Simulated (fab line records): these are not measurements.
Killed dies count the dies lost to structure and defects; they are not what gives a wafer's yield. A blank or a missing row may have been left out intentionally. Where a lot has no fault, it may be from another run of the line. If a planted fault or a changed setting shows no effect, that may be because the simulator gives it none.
Which tool is to blame? || flow rit_cmos || Sampling: 14 lots, 42 wafers, 2 of 202 route steps

## WHAT THE GAUGES READ, wafer by wafer
Not one reading of a measure or inspect step in the record can be checked against a usual standard deviation.

## WHICH TOOL RAN EACH LOT (tool, then ch and the chambers of the sampled wafers, then the start)
{"lot": "L967", "RIT_NRETRO_SOFTBAKE_02": "litho_track-01 ch 0, day 2 05:45", "RIT_M1_PROBE_99": "-"}
{"lot": "L968", "RIT_NRETRO_SOFTBAKE_02": "litho_track-01 ch 0, day 2 10:06", "RIT_M1_PROBE_99": "-"}
{"lot": "L970", "RIT_NRETRO_SOFTBAKE_02": "litho_track-01 ch 0, day 2 20:01", "RIT_M1_PROBE_99": "-"}
{"lot": "L971", "RIT_NRETRO_SOFTBAKE_02": "litho_track-04 ch 0, day 3 02:27", "RIT_M1_PROBE_99": "-"}
{"lot": "L972", "RIT_NRETRO_SOFTBAKE_02": "litho_track-03 ch 0, day 3 06:38", "RIT_M1_PROBE_99": "prober-01, day 4 12:05"}
{"lot": "L973", "RIT_NRETRO_SOFTBAKE_02": "litho_track-03 ch 0, day 3 12:29", "RIT_M1_PROBE_99": "prober-02, day 4 21:17"}
{"lot": "L976", "RIT_NRETRO_SOFTBAKE_02": "litho_track-03 ch 0, day 4 02:55", "RIT_M1_PROBE_99": "prober-02, day 5 06:49"}
{"lot": "L977", "RIT_NRETRO_SOFTBAKE_02": "litho_track-04 ch 0, day 4 08:32", "RIT_M1_PROBE_99": "-"}
{"lot": "L978", "RIT_NRETRO_SOFTBAKE_02": "litho_track-01 ch 0, day 4 14:10", "RIT_M1_PROBE_99": "prober-02, day 5 17:41"}
{"lot": "L979", "RIT_NRETRO_SOFTBAKE_02": "litho_track-03 ch 0, day 4 18:32", "RIT_M1_PROBE_99": "prober-02, day 6 01:23"}
{"lot": "L983", "RIT_NRETRO_SOFTBAKE_02": "litho_track-03 ch 0, day 5 14:31", "RIT_M1_PROBE_99": "-"}
{"lot": "L985", "RIT_NRETRO_SOFTBAKE_02": "litho_track-03 ch 0, day 6 01:14", "RIT_M1_PROBE_99": "prober-02, day 7 08:23"}
{"lot": "L988", "RIT_NRETRO_SOFTBAKE_02": "litho_track-01 ch 0, day 6 17:06", "RIT_M1_PROBE_99": "-"}
{"lot": "L990", "RIT_NRETRO_SOFTBAKE_02": "litho_track-01 ch 0, day 7 03:34", "RIT_M1_PROBE_99": "-"}
- RIT_NRETRO_SOFTBAKE_02: time 60 s.
- RIT_M1_PROBE_99

## AS READ BY THE TOOLS THEMSELVES (means over the sampled wafers that have a number; for cases with no such wafer, the mark the record gives instead)
RIT_NRETRO_SOFTBAKE_02.
{"lot": "L967", "tool": "litho_track-01", "plate_temp_C (C)": 89.98, "run_length_s (s)": 88.96}
{"lot": "L968", "tool": "litho_track-01", "plate_temp_C (C)": 90.16, "run_length_s (s)": 89.03}
{"lot": "L970", "tool": "litho_track-01", "plate_temp_C (C)": 89.91, "run_length_s (s)": 88.91}
{"lot": "L971", "tool": "litho_track-04", "plate_temp_C (C)": 89.91, "run_length_s (s)": 89.01}
{"lot": "L972", "tool": "litho_track-03", "plate_temp_C (C)": 89.93, "run_length_s (s)": 89.34}
{"lot": "L973", "tool": "litho_track-03", "plate_temp_C (C)": 90.06, "run_length_s (s)": 89.37}
{"lot": "L976", "tool": "litho_track-03", "plate_temp_C (C)": 90.02, "run_length_s (s)": 89.31}
{"lot": "L977", "tool": "litho_track-04", "plate_temp_C (C)": 89.85, "run_length_s (s)": 88.94}
{"lot": "L978", "tool": "litho_track-01", "plate_temp_C (C)": 89.97, "run_length_s (s)": 89.09}
{"lot": "L979", "tool": "litho_track-03", "plate_temp_C (C)": 90.17, "run_length_s (s)": 89.40}
{"lot": "L983", "tool": "litho_track-03", "plate_temp_C (C)": 90.11, "run_length_s (s)": 99.35}
{"lot": "L985", "tool": "litho_track-03", "plate_temp_C (C)": 89.98, "run_length_s (s)": 99.22}
{"lot": "L988", "tool": "litho_track-01", "plate_temp_C (C)": 90.04, "run_length_s (s)": 89.09}
{"lot": "L990", "tool": "litho_track-01", "plate_temp_C (C)": 89.97, "run_length_s (s)": 88.93}

RIT_M1_PROBE_99.
{"lot": "L972", "tool": "prober-01", "killed_at_M0_to_M3": 0.0, "killed_at_contacts": 0.0, "killed_at_front_end": 7, "killed_dies": 7, "killed_on_rim": 1.3, "killed_open": 3.7, "killed_short": 3.0}
{"lot": "L973", "tool": "prober-02", "killed_at_M0_to_M3": 0.0, "killed_at_contacts": 0.0, "killed_at_front_end": 7, "killed_dies": 7, "killed_on_rim": 1.0, "killed_open": 2.7, "killed_short": 4.7}
{"lot": "L976", "tool": "prober-02", "killed_at_M0_to_M3": 0.0, "killed_at_contacts": 0.0, "killed_at_front_end": 5, "killed_dies": 5, "killed_on_rim": 1.0, "killed_open": 3.0, "killed_short": 2.0}
{"lot": "L978", "tool": "prober-02", "killed_at_M0_to_M3": 0.0, "killed_at_contacts": 0.0, "killed_at_front_end": 4, "killed_dies": 4, "killed_on_rim": 1.0, "killed_open": 3.0, "killed_short": 1.0}
{"lot": "L979", "tool": "prober-02", "killed_at_M0_to_M3": 0.0, "killed_at_contacts": 0.0, "killed_at_front_end": 10, "killed_dies": 10, "killed_on_rim": 2.7, "killed_open": 4.3, "killed_short": 5.3}
{"lot": "L985", "tool": "prober-02", "killed_at_M0_to_M3": 0.0, "killed_at_contacts": 0.3, "killed_at_front_end": 6, "killed_dies": 6, "killed_on_rim": 2.3, "killed_open": 2.3, "killed_short": 4.0}

## THE ANSWER, worked out from the rows above alone
Rule: usual is defined by the lots themselves. The widest of any qualifying gaps counts: lots, ordered by their means at a reading, are off when they make up no more than a third of the lots, leave a main group of 4 or more, and stand apart from it by 3 or more times the standard deviation of that group's means. Not used: any main group whose means are identical at the precision the tables above print for the reading. Also off: a lot with no number at a reading for which 4 or more lots have one. All remaining lots with rows at the step are treated as sound. The gauges are gone through in route order, then the tools' own readings, and for those a lot's mean is taken as printed above. At the first step where some lot is off, the reading lying furthest off is the one used; lots without a number count as furthest.
Off: L983, L985 (RIT_NRETRO_SOFTBAKE_02, run_length_s). The main group has a mean of 89.12 s with a standard deviation of 0.18.
A tool fits if, at that step or a process step before it, it ran every lot that is off, and no sound lot after the first of them. One candidate fits, namely litho_track-03 at RIT_NRETRO_SOFTBAKE_02. Its last sound lot is L979 (day 4 18:32), its first lot that is off L983 (day 5 14:31): a fault that began between those two fits.
The tool's own readings at RIT_NRETRO_SOFTBAKE_02 bear it out: on the lots that are off they differ by more than 5 times the standard deviation of the sound lots' means. run_length_s reads 99.28 s there against 89.12 s on the sound lots.

## WHAT THE SIMULATOR HAD PUT IN
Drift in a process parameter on litho_track-03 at RIT_NRETRO_SOFTBAKE_02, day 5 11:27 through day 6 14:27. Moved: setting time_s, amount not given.
Lots struck among those shown: L983, L985. The same result came from the rule above.
